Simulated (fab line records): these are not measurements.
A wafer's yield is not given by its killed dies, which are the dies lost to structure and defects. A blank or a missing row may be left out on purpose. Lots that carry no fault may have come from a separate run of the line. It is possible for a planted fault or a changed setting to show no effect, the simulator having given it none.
Split-lot study / flow berkeley cmos170 / 23 wafers read from 5 lots, route of 331 steps

THE SPLIT
At UCB170_M2_COAT_10 (resist thk 900 nm), the setting spin rpm was moved away from the recipe's 1500 rpm on 5 of the 23 wafers read, by -2.0% to +6.2%. This setting was run at the recipe's value on the other wafers.

Reading taken at the split's own step.

THE READING
KrF_of_M2_COAT_10.thk nm (the simulator's own value, which no gauge read), in nm, at UCB170_M2_COAT_10 (resist thk 900 nm). The file does not state a usual value for it. Average 899.0 nm, standard deviation 3.5 nm, over the 18 wafers here run with the recipe.

wafer=L074.1; tool, chamber at the split=litho track-04, 0; spin rpm as run, rpm=1500; against the recipe=recipe; KrF_of_M2_COAT_10.thk nm, nm=896.4; against lot-mates on the recipe=-
wafer=L074.2; tool, chamber at the split=litho track-04, 0; spin rpm as run, rpm=1593; against the recipe=+6.2%; KrF_of_M2_COAT_10.thk nm, nm=869.6; against lot-mates on the recipe=-27.5
wafer=L074.4; tool, chamber at the split=litho track-04, 0; spin rpm as run, rpm=1500; against the recipe=recipe; KrF_of_M2_COAT_10.thk nm, nm=897.8; against lot-mates on the recipe=-
wafer=L074.5; tool, chamber at the split=litho track-04, 0; spin rpm as run, rpm=1593; against the recipe=+6.2%; KrF_of_M2_COAT_10.thk nm, nm=872; against lot-mates on the recipe=-25.1
wafer=L074.6; tool, chamber at the split=litho track-04, 0; spin rpm as run, rpm=1593; against the recipe=+6.2%; KrF_of_M2_COAT_10.thk nm, nm=871.6; against lot-mates on the recipe=-25.5
wafer=L076.1; tool, chamber at the split=litho track-02, 0; spin rpm as run, rpm=1500; against the recipe=recipe; KrF_of_M2_COAT_10.thk nm, nm=895.3; against lot-mates on the recipe=-
wafer=L076.4; tool, chamber at the split=litho track-02, 0; spin rpm as run, rpm=1500; against the recipe=recipe; KrF_of_M2_COAT_10.thk nm, nm=895.3; against lot-mates on the recipe=-
wafer=L076.2; tool, chamber at the split=litho track-02, 0; spin rpm as run, rpm=1500; against the recipe=recipe; KrF_of_M2_COAT_10.thk nm, nm=895.7; against lot-mates on the recipe=-
wafer=L076.3; tool, chamber at the split=litho track-02, 0; spin rpm as run, rpm=1500; against the recipe=recipe; KrF_of_M2_COAT_10.thk nm, nm=893.4; against lot-mates on the recipe=-
wafer=L076.5; tool, chamber at the split=litho track-02, 0; spin rpm as run, rpm=1500; against the recipe=recipe; KrF_of_M2_COAT_10.thk nm, nm=896.5; against lot-mates on the recipe=-
wafer=L081.1; tool, chamber at the split=litho track-04, 0; spin rpm as run, rpm=1500; against the recipe=recipe; KrF_of_M2_COAT_10.thk nm, nm=898.8; against lot-mates on the recipe=-
wafer=L081.3; tool, chamber at the split=litho track-04, 0; spin rpm as run, rpm=1500; against the recipe=recipe; KrF_of_M2_COAT_10.thk nm, nm=898.4; against lot-mates on the recipe=-
wafer=L081.5; tool, chamber at the split=litho track-04, 0; spin rpm as run, rpm=1500; against the recipe=recipe; KrF_of_M2_COAT_10.thk nm, nm=898.1; against lot-mates on the recipe=-
wafer=L083.1; tool, chamber at the split=litho track-03, 0; spin rpm as run, rpm=1500; against the recipe=recipe; KrF_of_M2_COAT_10.thk nm, nm=905.4; against lot-mates on the recipe=-
wafer=L083.2; tool, chamber at the split=litho track-03, 0; spin rpm as run, rpm=1500; against the recipe=recipe; KrF_of_M2_COAT_10.thk nm, nm=902.5; against lot-mates on the recipe=-
wafer=L083.3; tool, chamber at the split=litho track-03, 0; spin rpm as run, rpm=1500; against the recipe=recipe; KrF_of_M2_COAT_10.thk nm, nm=904.2; against lot-mates on the recipe=-
wafer=L083.5; tool, chamber at the split=litho track-03, 0; spin rpm as run, rpm=1500; against the recipe=recipe; KrF_of_M2_COAT_10.thk nm, nm=905.1; against lot-mates on the recipe=-
wafer=L083.6; tool, chamber at the split=litho track-03, 0; spin rpm as run, rpm=1500; against the recipe=recipe; KrF_of_M2_COAT_10.thk nm, nm=903.2; against lot-mates on the recipe=-
wafer=L084.2; tool, chamber at the split=litho track-04, 0; spin rpm as run, rpm=1500; against the recipe=recipe; KrF_of_M2_COAT_10.thk nm, nm=897.4; against lot-mates on the recipe=-
wafer=L084.3; tool, chamber at the split=litho track-04, 0; spin rpm as run, rpm=1470; against the recipe=-2.0%; KrF_of_M2_COAT_10.thk nm, nm=908; against lot-mates on the recipe=+9.2
wafer=L084.4; tool, chamber at the split=litho track-04, 0; spin rpm as run, rpm=1500; against the recipe=recipe; KrF_of_M2_COAT_10.thk nm, nm=898.6; against lot-mates on the recipe=-
wafer=L084.5; tool, chamber at the split=litho track-04, 0; spin rpm as run, rpm=1470; against the recipe=-2.0%; KrF_of_M2_COAT_10.thk nm, nm=906.1; against lot-mates on the recipe=+7.3
wafer=L084.6; tool, chamber at the split=litho track-04, 0; spin rpm as run, rpm=1500; against the recipe=recipe; KrF_of_M2_COAT_10.thk nm, nm=900.3; against lot-mates on the recipe=-

THE FIT
A straight line over all 23 wafers: KrF_of_M2_COAT_10.thk nm changes by -4.46 nm for each +1% of spin rpm; r = -0.95; the points scatter about the line by 3.3 nm.
The same after taking each lot's own level away (the mean of its wafers on the recipe; 23 wafers): -4.19 nm for each +1%; r = -0.99; scatter 1 nm.
On that fit, the largest move of spin rpm shifts the reading by 26 nm.
From 895.24 to 904.08 nm: that is the span of the lots' own levels, equal to 2.5 times the standard deviation above.
The two slopes agree, so the slope changes little with the lot-to-lot level.
Check: -25.3 nm against its lot-mates is what the line predicts for one of the wafers moved furthest among these (+6.2%) when that wafer is left out of the fit. It came out at -27.5 nm against them.

FILE'S OWN FIT
KrF_of_M2_COAT_10.thk nm changes by -4.2 nm for each +1% of spin rpm, r = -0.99.
